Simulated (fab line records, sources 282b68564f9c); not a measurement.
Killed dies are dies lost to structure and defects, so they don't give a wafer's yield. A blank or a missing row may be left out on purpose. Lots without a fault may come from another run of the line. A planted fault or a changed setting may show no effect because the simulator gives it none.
A struck lot beside a sound one | flow rit_cmos | 21 steps out of a route of 202
Sound: wafers L581.1, L581.2, L581.3. Struck: wafers L588.1, L588.3, L588.4. The cause comes at the end.
At each step with rows: each side's tool, then ch and its chambers, then its first start. Under that, the readings that differ: sound wafers | struck wafers | difference of the means | sigmas: that difference in standard deviations of wafers without a fault.
alike: readings whose means differ by less than 2 such deviations, and words and numbers that are the same on both sides. not compared: withheld readings, readings that some wafer has no value for, bounds like >300 that may hide the same value, and numbers for which the record gives no deviation and whose values overlap.
The two part at a step that has a row with sigmas, a row that says differs or no value, or rows on one side only. Numbers that don't overlap but have no deviation are shown without sigmas and don't part them. A reading that every wafer of one side lacks parts them only if that side has two wafers or more.

first, 6 steps without rows for these wafers: RIT_NLDD_HMDS_00 (prime time 60 s); RIT_NLDD_COAT_01 (resist thk 988.5 nm); RIT_NLDD_SOFTBAKE_02 (time 60 s); RIT_NLDD_EXPOSE_03 (exposes mask M7, target cd 40700 nm); RIT_NLDD_PEB_04; RIT_NLDD_DEVELOP_05 (develop time 50 s).
RIT_NLDD_OVL_MEAS_06:
  sound on overlay-01, day 2 21:31; struck on overlay-02, day 4 08:56
  alike: NLDD_OVL
then, 2 steps without rows for these wafers: RIT_NLDD_HARDBAKE_07 (time 60 s); RIT_NLDD_IMPLANT_08.
RIT_NLDD_STRIP_09: strips in O2, time 180 s.
  sound on plasma_asher-02 ch 0,1, day 2 21:52; struck on plasma_asher-03 ch 0,1, day 4 09:16
  alike: drypump_motor_current_A
  not compared: rf_hours_counter_h
RIT_NLDD_TW_MEAS_10:
  sound on film_metro-01, day 2 22:02; struck on film_metro-01, day 4 09:26
  alike: NLDD_TW
then, 1 step without rows for these wafers: RIT_PLDD_HMDS_00 (prime time 60 s).
RIT_PLDD_COAT_01: resist thk 1000 nm.
  sound on litho_track-03 ch 0, day 2 22:14; struck on litho_track-02 ch 0, day 4 09:44
  reading                                   | sound             | struck            | difference | sigmas
  model.NOVOLAK_of_PLDD_COAT_01.thk_nm (nm) | 995.2 995.7 994.5 | 977.8 977.3 979.3 | -17.0      |
  alike: spin_speed_rpm
then, 4 steps without rows for these wafers: RIT_PLDD_SOFTBAKE_02 (time 60 s); RIT_PLDD_EXPOSE_03 (exposes mask M8, target cd 40900 nm); RIT_PLDD_PEB_04; RIT_PLDD_DEVELOP_05 (develop time 50 s).
RIT_PLDD_OVL_MEAS_06:
  sound on overlay-02, day 2 23:05; struck on overlay-01, day 4 10:33
  reading       | sound       | struck         | difference | sigmas
  PLDD_OVL (nm) | 1.1 1.4 3.4 | -2.3 -1.0 -1.8 | -3.7       | -2
RIT_PLDD_HARDBAKE_07: time 60 s.
  sound on litho_track-04 ch 0, day 2 23:07; struck on litho_track-04 ch 0, day 4 10:35
  reading                                   | sound         | struck          | difference | sigmas
  model.NOVOLAK_of_PLDD_COAT_01.thk_nm (nm) | 879.6 880 879 | 864.4 864 865.6 | -14.9      |
then, 1 step without rows for these wafers: RIT_PLDD_IMPLANT_08.
RIT_M1_PROBE_99:
  sound on prober-02, day 3 13:27; struck on prober-01, day 5 00:46
  alike: killed_at_front_end, killed_dies, killed_on_rim, killed_open, killed_short

WHERE THEY PART
Only at RIT_PLDD_OVL_MEAS_06, within this record. Later steps at which nothing parts them and some readings are alike: RIT_M1_PROBE_99.

WHY: what the simulator had put in
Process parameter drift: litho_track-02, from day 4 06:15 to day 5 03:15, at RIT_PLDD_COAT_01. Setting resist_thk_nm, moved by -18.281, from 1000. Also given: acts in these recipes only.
